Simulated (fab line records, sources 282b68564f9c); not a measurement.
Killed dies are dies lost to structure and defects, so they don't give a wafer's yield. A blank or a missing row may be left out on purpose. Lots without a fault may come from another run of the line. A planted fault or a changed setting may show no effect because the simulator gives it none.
Split-lot experiment | flow rit_cmos | 5 lots, 23 wafers read, on a route of 202 steps

THE SPLIT
At RIT_M1_SOFTBAKE_05 (time 60 s), the setting temp_c was moved away from the recipe's 90 C on 5 of the 23 wafers read, by +1.5% to +4.1%. The other wafers ran this setting at the recipe's value.

The reading is taken at the split's own step.

THE READING
NOVOLAK_of_M1_COAT_04.thk_nm (the simulator's own value, which no gauge read), in nm, at RIT_M1_SOFTBAKE_05 (time 60 s). The file gives no usual value for it. The 18 wafers here that ran the recipe average 1299 nm, standard deviation 3.5 nm.

wafer  | tool, chamber at the split | temp_c as run, C | against the recipe | NOVOLAK_of_M1_COAT_04.thk_nm, nm | against lot-mates on the recipe
L074.2 | litho_track-03, 0          | 90               | recipe             | 1306                             | -
L074.3 | litho_track-03, 0          | 90               | recipe             | 1302                             | -
L074.4 | litho_track-03, 0          | 90               | recipe             | 1301                             | -
L076.2 | litho_track-01, 0          | 91.36            | +1.5%              | 1299                             | -5
L076.3 | litho_track-01, 0          | 91.36            | +1.5%              | 1296                             | -8
L076.4 | litho_track-01, 0          | 91.36            | +1.5%              | 1297                             | -7
L076.5 | litho_track-01, 0          | 90               | recipe             | 1304                             | -
L076.6 | litho_track-01, 0          | 90               | recipe             | 1304                             | -
L077.2 | litho_track-03, 0          | 90               | recipe             | 1298                             | -
L077.3 | litho_track-03, 0          | 90               | recipe             | 1295                             | -
L077.4 | litho_track-03, 0          | 90               | recipe             | 1296                             | -
L077.5 | litho_track-03, 0          | 90               | recipe             | 1296                             | -
L077.6 | litho_track-03, 0          | 90               | recipe             | 1294                             | -
L080.1 | litho_track-03, 0          | 90               | recipe             | 1296                             | -
L080.4 | litho_track-03, 0          | 90               | recipe             | 1296                             | -
L080.3 | litho_track-03, 0          | 93.68            | +4.1%              | 1283                             | -15
L080.5 | litho_track-03, 0          | 90               | recipe             | 1302                             | -
L080.6 | litho_track-03, 0          | 93.68            | +4.1%              | 1280                             | -18
L084.1 | litho_track-01, 0          | 90               | recipe             | 1299                             | -
L084.3 | litho_track-01, 0          | 90               | recipe             | 1299                             | -
L084.2 | litho_track-01, 0          | 90               | recipe             | 1298                             | -
L084.4 | litho_track-01, 0          | 90               | recipe             | 1295                             | -
L084.5 | litho_track-01, 0          | 90               | recipe             | 1296                             | -

THE FIT
A straight line over all 23 wafers: NOVOLAK_of_M1_COAT_04.thk_nm changes by -3.78 nm for each +1% of temp_c; r = -0.79; the points scatter about the line by 3.7 nm.
The same after taking each lot's own level away (the mean of its wafers on the recipe; 23 wafers): -4.08 nm for each +1%; r = -0.94; scatter 1.8 nm.
On that fit, the largest move of temp_c shifts the reading by 17 nm.
The lots' own levels span 1295.8 to 1304.0 nm, that is 2.3 times the standard deviation above.
So the lot-to-lot level blurs the effect unless lot-mates are compared.
Check: with one of the wafers moved furthest among these (+4.1%) left out of the fit, the line predicts -18 nm for it against its lot-mates. It came out at -15 nm against them.

OTHER SPLITS ON THESE WAFERS
These wafers also went through other splits before the reading. Each is held against what the fit with the lots' levels taken away leaves over:
other split on the same wafers       | wafers away from the commonest value | r with NOVOLAK_of_M1_COAT_04.thk_nm (lot level and that fit taken away)
RIT_ACTIVE_CVD_03 sih2cl2_flow_sccm  | 15                                   | -0.02
RIT_NWELL_HARDBAKE_07 temp_c         | 7                                    | +0.21
RIT_PWELL_SOFTBAKE_02 temp_c         | 9                                    | -0.15
RIT_PWELL_IMPLANT_08 dose_cm2        | 10                                   | -0.09
RIT_NRETRO_COAT_01 spin_rpm          | 8                                    | +0.04
RIT_NRETRO_DEVELOP_05 develop_time_s | 6                                    | -0.07
RIT_GATE_COAT_11 spin_rpm            | 6                                    | -0.22
RIT_GATE_ETCH_19 over_etch_frac      | 7                                    | -0.20
RIT_NLDD_IMPLANT_08 energy_kev       | 7                                    | -0.10
RIT_PLDD_COAT_01 spin_rpm            | 8                                    | +0.11

THE FILE'S OWN FIT
NOVOLAK_of_M1_COAT_04.thk_nm changes by -4.16 nm for each +1% of temp_c, r = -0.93.
